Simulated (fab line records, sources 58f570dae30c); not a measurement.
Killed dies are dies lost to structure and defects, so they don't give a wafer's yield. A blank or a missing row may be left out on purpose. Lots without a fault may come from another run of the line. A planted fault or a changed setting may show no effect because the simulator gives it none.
Which tool did it? | flow berkeley_cmos170 | 14 lots, 42 wafers sampled, at 5 steps of a route of 331

WHAT THE GAUGES READ, wafer by wafer
UCB170_V1_BOW_MEAS_03.
lot  | measured     | on            | V1_BOW (um)
L882 | day 7 13:25  | film_metro-01 | 22 10 10
L883 | day 8 09:40  | film_metro-02 | 28 20 23
L884 | day 8 11:03  | film_metro-02 | 14 12 24
L885 | day 8 17:49  | film_metro-03 | 13 14 19
L891 | day 9 16:15  | film_metro-02 | 19 3 28
L892 | day 10 00:15 | film_metro-02 | 14 10 18
L894 | day 10 20:03 | film_metro-02 | 13 23 14
L895 | day 10 21:22 | film_metro-02 | 10 19 11
L896 | day 11 13:10 | film_metro-01 | 25 26 19
L898 | day 11 14:29 | film_metro-02 | 5 23 7
L900 | day 12 01:07 | film_metro-02 | 20 21 18
L901 | day 12 02:28 | film_metro-01 | 9 28 25
L902 | day 12 02:31 | film_metro-03 | 11 22 14
L904 | day 12 18:08 | film_metro-02 | 25 21 19

UCB170_V2_OVL_MEAS_13.
lot  | measured     | on         | V2_OVL (nm)
L882 | day 7 20:04  | overlay-01 | 10 0 -1
L883 | day 8 18:18  | overlay-01 | 3 -2 -10
L884 | day 8 19:04  | overlay-01 | -5 -2 -11
L885 | day 9 01:08  | overlay-02 | -12 -10 -8
L891 | day 9 23:31  | overlay-01 | 3 2 -2
L892 | day 10 07:13 | overlay-02 | -5 -1 -2
L894 | day 11 06:01 | overlay-01 | -7 -10 -9
L895 | day 11 05:47 | overlay-01 | 5 -2 -4
L896 | day 11 21:25 | overlay-02 | -7 -8 -2
L898 | day 11 22:03 | overlay-02 | -4 -7 -5
L900 | day 12 08:31 | overlay-02 | -3 6 1
L901 | day 12 09:11 | overlay-01 | 14 3 9
L902 | day 12 09:21 | overlay-02 | 3 3 1
L904 | day 13 01:35 | overlay-02 | -8 -3 -7

UCB170_M3_OVL_MEAS_16.
lot  | measured     | on         | M3_OVL (nm)
L882 | day 7 22:47  | overlay-02 | 8 7 2
L883 | day 8 21:20  | overlay-02 | 6 11 9
L884 | day 8 21:39  | overlay-02 | 8 7 7
L885 | day 9 04:41  | overlay-01 | 9 11 7
L891 | day 10 02:29 | overlay-02 | 12 10 7
L892 | day 10 09:58 | overlay-01 | 18 15 14
L894 | day 11 09:12 | overlay-01 | 13 14 7
L895 | day 11 08:26 | overlay-01 | 8 2 14
L896 | day 12 00:04 | overlay-02 | -4 8 3
L898 | day 12 00:35 | overlay-01 | 16 5 7
L900 | day 12 11:09 | overlay-01 | 3 13 3
L901 | day 12 11:40 | overlay-01 | 12 -6 7
L902 | day 12 12:43 | overlay-01 | 14 9 5
L904 | day 13 04:23 | overlay-02 | 0 1 8

WHICH TOOL RAN EACH LOT (tool, then ch and the chambers of the sampled wafers, then the start)
lot  | UCB170_V2_ETCH_14                  | UCB170_V2_STRIP_15
L882 | rie_diel-03 ch 1,2,3, day 7 20:07  | plasma_asher-01 ch 0,1, day 7 20:17
L883 | rie_diel-02 ch 0,2, day 8 18:20    | plasma_asher-02 ch 0,1, day 8 18:31
L884 | rie_diel-01 ch 2,3, day 8 19:04    | plasma_asher-02 ch 0,1, day 8 19:17
L885 | rie_diel-01 ch 1,3, day 9 01:10    | plasma_asher-02 ch 1, day 9 01:20
L891 | rie_diel-02 ch 0,2,3, day 9 23:33  | plasma_asher-02 ch 0,1, day 9 23:44
L892 | rie_diel-01 ch 0,2, day 10 07:15   | plasma_asher-02 ch 0, day 10 07:25
L894 | rie_diel-01 ch 0,3, day 11 06:03   | plasma_asher-04 ch 0,1, day 11 06:16
L895 | rie_diel-03 ch 0,2,3, day 11 05:49 | plasma_asher-01 ch 0,1, day 11 06:01
L896 | rie_diel-02 ch 2,3, day 11 21:26   | plasma_asher-04 ch 0,1, day 11 21:37
L898 | rie_diel-03 ch 0,1,2, day 11 22:05 | plasma_asher-02 ch 0,1, day 11 22:16
L900 | rie_diel-03 ch 0,1,3, day 12 08:32 | plasma_asher-01 ch 0,1, day 12 08:43
L901 | rie_diel-02 ch 1,2, day 12 09:13   | plasma_asher-01 ch 0,1, day 12 09:23
L902 | rie_diel-03 ch 0,1,2, day 12 09:23 | plasma_asher-02 ch 0,1, day 12 09:34
L904 | rie_diel-03 ch 0,1,3, day 13 01:37 | plasma_asher-01 ch 0,1, day 13 01:48
- UCB170_V2_ETCH_14: etches SiO2 in CHF3/CF4/Ar, stops on Al, target depth 1250 nm, time 291 s.
- UCB170_V2_STRIP_15: strips in O2.

WHAT THE TOOLS THEMSELVES READ (means of the sampled wafers that have a number; where no wafer has one, the mark that the record gives instead)
UCB170_V2_ETCH_14.
lot  | tool        | CHF3_flow_sccm (sccm) | cf4_flow_sccm (sccm) | chamber_pressure_mTorr (mTorr) | drypump_motor_current_A (A) | oes_product_au (a.u.) | run_length_s (s) | throttle_valve_pct (%)
L882 | rie_diel-03 | 44.91                 | 15.00                | 199.96                         | 5.4                         | 0.877                 | 319.2            | 7.10
L883 | rie_diel-02 | 44.95                 | 15.03                | 199.94                         | 6.0                         | 0.867                 | 318.8            | 7.06
L884 | rie_diel-01 | 45.02                 | 14.99                | 199.98                         | 5.4                         | 0.886                 | 319.5            | 6.89
L885 | rie_diel-01 | 44.89                 | 14.99                | 199.99                         | 5.6                         | 0.884                 | 319.7            | 6.98
L891 | rie_diel-02 | 45.04                 | 15.02                | 200.05                         | 5.6                         | 0.859                 | 319.0            | 6.99
L892 | rie_diel-01 | 44.88                 | 14.98                | 200.07                         | 5.7                         | 0.931                 | 304.8            | 6.86
L894 | rie_diel-01 | 45.09                 | 15.02                | 200.13                         | 5.6                         | 0.920                 | 305.6            | 6.97
L895 | rie_diel-03 | 44.98                 | 14.98                | 200.05                         | 5.8                         | 0.877                 | 319.2            | 7.08
L896 | rie_diel-02 | 44.85                 | 15.00                | 199.94                         | 5.6                         | 0.874                 | 318.9            | 6.92
L898 | rie_diel-03 | 44.93                 | 15.02                | 199.82                         | 5.6                         | 0.874                 | 319.4            | 7.04
L900 | rie_diel-03 | 45.04                 | 15.00                | 199.96                         | 5.8                         | 0.873                 | 319.3            | 7.08
L901 | rie_diel-02 | 44.90                 | 14.99                | 200.01                         | 5.6                         | 0.871                 | 319.5            | 7.03
L902 | rie_diel-03 | 45.16                 | 15.00                | 200.00                         | 5.6                         | 0.873                 | 319.2            | 7.03
L904 | rie_diel-03 | 44.88                 | 15.03                | 199.96                         | 5.8                         | 0.880                 | 319.2            | 7.07

UCB170_V2_STRIP_15.
lot  | tool            | chamber_pressure_mTorr (mTorr) | drypump_motor_current_A (A) | o2_flow_sccm (sccm) | oes_product_au (a.u.) | strip_time_to_endpoint_s (s)
L882 | plasma_asher-01 | 3497.3                         | 5.7                         | 399.7               | 0.722                 | 15.29
L883 | plasma_asher-02 | 3499.3                         | 6.3                         | 400.0               | 0.721                 | 15.22
L884 | plasma_asher-02 | 3499.5                         | 6.3                         | 401.4               | 0.725                 | 15.23
L885 | plasma_asher-02 | 3500.4                         | 6.1                         | 400.4               | 0.725                 | 15.28
L891 | plasma_asher-02 | 3502.3                         | 6.2                         | 401.1               | 0.725                 | 15.36
L892 | plasma_asher-02 | 3499.5                         | 6.4                         | 400.2               | 0.716                 | 15.50
L894 | plasma_asher-04 | 3500.5                         | 5.8                         | 400.1               | 0.726                 | 15.68
L895 | plasma_asher-01 | 3500.4                         | 5.7                         | 398.2               | 0.723                 | 15.26
L896 | plasma_asher-04 | 3499.0                         | 6.1                         | 398.7               | 0.726                 | 15.38
L898 | plasma_asher-02 | 3498.2                         | 6.2                         | 400.0               | 0.718                 | 15.48
L900 | plasma_asher-01 | 3499.0                         | 5.7                         | 399.5               | 0.718                 | 15.28
L901 | plasma_asher-01 | 3498.2                         | 5.7                         | 399.8               | 0.717                 | 15.54
L902 | plasma_asher-02 | 3499.1                         | 6.2                         | 400.8               | 0.725                 | 15.34
L904 | plasma_asher-01 | 3497.5                         | 6.0                         | 402.0               | 0.722                 | 15.41

THE ANSWER, worked out from the rows above alone
Rule: what is usual is taken from the lots themselves. Put in order of their means at a reading, lots are off if they are a third of the lots or fewer, leave a main group of 4 or more, and stand apart from it by a gap of 3 or more times the standard deviation of the main group's means; of several such gaps the widest counts. A main group whose means are all the same, to the digits that the tables above print for the reading, isn't used. A lot without any number at a reading at which 4 lots or more have one is off too. The other lots that the step has rows for count as sound. The gauges are gone through in route order, then the tools' own readings, and for those a lot's mean is taken as printed above. The first step at which some lot is off is used, and at that step the reading that is off furthest; a lot without a number counts as furthest.
Off: L892, L894, at UCB170_V2_ETCH_14 (run_length_s). The main group: mean 319.2 s, standard deviation 0.25.
A tool fits if, at that step or a process step before it, it ran every lot that is off, and no sound lot after the first of them. One fits: rie_diel-01 at UCB170_V2_ETCH_14. Its last sound lot is L885 (day 9 01:10), its first lot that is off L892 (day 10 07:15): a fault that began between those two fits.
The tool's own readings at UCB170_V2_ETCH_14 bear it out: on the lots that are off they differ by more than 5 times the standard deviation of the sound lots' means. oes_product_au reads 0.925 a.u. there against 0.875 a.u. on the sound lots; run_length_s reads 305.2 s there against 319.2 s on the sound lots.

WHAT THE SIMULATOR HAD PUT IN
Process parameter drift: rie_diel-01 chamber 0, from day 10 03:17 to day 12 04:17, at UCB170_V2_ETCH_14. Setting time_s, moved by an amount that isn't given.
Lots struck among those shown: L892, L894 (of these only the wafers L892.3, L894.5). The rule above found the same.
